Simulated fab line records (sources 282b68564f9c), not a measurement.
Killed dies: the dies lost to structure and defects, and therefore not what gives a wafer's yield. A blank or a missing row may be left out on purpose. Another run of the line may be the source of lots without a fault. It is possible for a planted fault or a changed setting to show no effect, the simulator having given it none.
8D (eight disciplines) problem report, filled in by code ; flow rit_cmos ; the parts of the form that need people (team, actions taken, sign-off) are left out

== 1. WHAT IS WRONG ==
oes_product_au at RIT_GATE_ETCH_19 reads a mean of 0.959 a.u. on 4 wafers of 3 lots; wafers without a fault read 0.859 a.u. with a standard deviation of 0.016. Measured from the usual mean, that is +6.2 standard deviations.
The step: etches poly-Si in SF6/CHF3/O2, stops on SiO2, time 161.2 s, target depth 312.5 nm.
Seen first at day 5 07:24 on rie_si-01, wafer L744.3. At this step, 45 wafers from 15 lots have a number in the record. By rule, "out" or "out of limits" means more than 4 standard deviations away from the usual mean. The rest of the wafers with a number are treated as sound.

== 2. WHAT IT IS; WHAT IT IS NOT ==
question;is;is not
which readings at this step;oes_product_au;drypump_motor_current_A, he_backside_leak_sccm, throttle_valve_pct
which lots;L744, L746, L748;L731, L732, L733, L734, L735, L736, L737, L739, L741, L749, L751, L753
which wafers of those lots;L744.3, L744.5, L746.1, L748.1;L744.2, L746.4, L746.6, L748.2, L748.3
read on which tools;rie_si-01;rie_si-02
when;from day 5 07:24;"up to then (28 sound wafers); but 13 sound wafers of L746, L748, L749, L751, L753 came after"

== 3. SUSPECTS, AND WHAT RULES EACH OUT ==
Counting: a tool at a process step up to the reading stays a suspect if it ran every lot that is out. Sound lots after the first of them don't rule it out here, since some wafers of a struck lot are sound.
- rie_si-01 at RIT_GATE_ETCH_19 (etches poly-Si in SF6/CHF3/O2, stops on SiO2, time 161.2 s, target depth 312.5 nm): kept. Every lot that is out went through it, the first being L744 (day 5 07:24); the last sound lot it ran before that was L736 (day 3 14:00). Out on those wafers are its own readings of oes_product_au.
- rie_si-01, RIT_GATE_ETCH_19: wafers that are out in chamber 3, sound lot-mates in chambers 0, 1, 2.
The count leaves rie_si-01 at RIT_GATE_ETCH_19.

== 4. THE CAUSE (what the simulator had put in) ==
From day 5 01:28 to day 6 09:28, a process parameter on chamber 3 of rie_si-01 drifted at RIT_GATE_ETCH_19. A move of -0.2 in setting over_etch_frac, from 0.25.
After counting, this tool was the only one left.

== 5. THE CHAIN OF EFFECTS, in route order ==
One row per reading whose mean, taken over the struck wafers that have a number, lies over 3 standard deviations from the usual. Only readings whose record carries a usual standard deviation are examined. hours: median over the lots of the time between each lot's start at the first step of this table that gives one and its start at this step. sigmas: the change, counted in usual standard deviations.
hours;step;reading;usual;on struck wafers;change;sigmas
0;RIT_GATE_ETCH_19;oes_product_au;0.859 a.u.;0.959;+0.100;+6.2
Process steps it contains:
- RIT_GATE_ETCH_19: etches poly-Si in SF6/CHF3/O2, stops on SiO2, time 161.2 s, target depth 312.5 nm.

== 6. WHAT WOULD HAVE CAUGHT IT SOONER ==
In this record the first reading out of limits was taken at day 5 07:24, 6 hours after the fault began at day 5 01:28.
